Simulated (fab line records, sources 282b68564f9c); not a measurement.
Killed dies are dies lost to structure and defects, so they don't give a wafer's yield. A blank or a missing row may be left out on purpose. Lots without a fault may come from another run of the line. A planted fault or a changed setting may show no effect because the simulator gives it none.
A struck lot beside a sound one | flow rit_cmos | 17 steps out of a route of 202
Sound: wafers L713.1, L713.2, L713.3. Struck: wafers L716.1, L716.3, L716.4. The cause comes at the end.
At each step with rows: each side's tool, then ch and its chambers, then its first start. Under that, the readings that differ: sound wafers | struck wafers | difference of the means | sigmas: that difference in standard deviations of wafers without a fault.
alike: readings whose means differ by less than 2 such deviations, and words and numbers that are the same on both sides. not compared: withheld readings, readings that some wafer has no value for, bounds like >300 that may hide the same value, and numbers for which the record gives no deviation and whose values overlap.
The two part at a step that has a row with sigmas, a row that says differs or no value, or rows on one side only. Numbers that don't overlap but have no deviation are shown without sigmas and don't part them. A reading that every wafer of one side lacks parts them only if that side has two wafers or more.

RIT_PWELL_TW_MEAS_10:
  sound on film_metro-03, day 5 04:13; struck on film_metro-03, day 5 17:59
  alike: PWELL_TW
then, 1 step without rows for these wafers: RIT_WELLDRIVE_ANNEAL_00 (time 14700 s).
RIT_WELLDRIVE_RS_MEAS_01: measures by four-point-probe.
  sound on film_metro-01, day 5 10:13; struck on film_metro-03, day 5 23:07
  alike: NWELL_RS
RIT_WELLDRIVE_RS_MEAS_02: measures by four-point-probe.
  sound on film_metro-01, day 5 10:20; struck on film_metro-03, day 5 23:14
  alike: PWELL_RS
then, 6 steps without rows for these wafers: RIT_NRETRO_HMDS_00 (prime time 60 s); RIT_NRETRO_COAT_01 (resist thk 1300 nm); RIT_NRETRO_SOFTBAKE_02 (time 60 s); RIT_NRETRO_EXPOSE_03 (exposes mask M4, target cd 43900 nm); RIT_NRETRO_PEB_04; RIT_NRETRO_DEVELOP_05 (develop time 68 s).
RIT_NRETRO_OVL_MEAS_06:
  sound on overlay-02, day 5 11:20; struck on overlay-02, day 6 00:31
  alike: NRETRO_OVL
then, 1 step without rows for these wafers: RIT_NRETRO_HARDBAKE_07 (time 120 s).
RIT_NRETRO_IMPLANT_08:
  sound on implanter-04 ch 0, day 5 11:40; struck on implanter-01 ch 0, day 6 00:48
  alike: dose_ions_cm2, end_station_pressure_torr, faraday_current_uA, tilt_deg
RIT_NRETRO_STRIP_09: strips in O2, time 180 s.
  sound on plasma_asher-04 ch 0,1, day 5 11:49; struck on plasma_asher-01 ch 0,1, day 6 00:57
  alike: drypump_motor_current_A, rf_refl_power_W
  not compared: rf_hours_counter_h
RIT_NRETRO_TW_MEAS_10:
  sound on film_metro-02, day 5 11:59; struck on film_metro-02, day 6 01:07
  reading   | sound          | struck         | difference | sigmas
  NRETRO_TW | 1073 1064 1068 | 1006 1012 1003 | -61        | -10
then, 1 step without rows for these wafers: RIT_PRETRO_HMDS_00 (prime time 60 s).
RIT_M1_PROBE_99:
  sound on prober-02, day 6 17:14; struck on prober-01, day 7 09:11
  reading                                           | sound                     | struck                  | difference | sigmas
  model.etest.pmos_0p15.drive_ua_um_range           | 5.698 3.288 4.891         | 25.61 27.06 27.65       | +22.15     |
  model.etest.pmos_0p15.drive_ua_um_rim_less_centre | -1.107 1.105 -2.103       | -5.264 -3.906 -2.65     | -3.238     |
  model.etest.pmos_narrow.off_log10_a_um            | -12.77 -12.7 -12.63       | -12.53 -12.58 -12.55    | +0.15      |
  model.etest.cap_p_gate.c_min_ff_um2               | 2.316 2.322 2.343         | 2.263 2.268 2.278       | -0.057     |
  model.etest.pmos_0p15.vt_v_range                  | 0.004942 0.00794 0.006226 | 0.05499 0.05731 0.05438 | +0.04919   |
  alike: killed_at_contacts, killed_at_front_end, killed_dies, killed_open, killed_short
  not compared: model.etest.pmos_narrow.drive_ua_um, model.etest.well_edge_right.line_ohm_um, model.etest.pmos_0p3.off_log10_a_um

WHERE THEY PART
Only at RIT_NRETRO_TW_MEAS_10, within this record. Later steps at which nothing parts them and some readings are alike: RIT_M1_PROBE_99.

WHY: what the simulator had put in
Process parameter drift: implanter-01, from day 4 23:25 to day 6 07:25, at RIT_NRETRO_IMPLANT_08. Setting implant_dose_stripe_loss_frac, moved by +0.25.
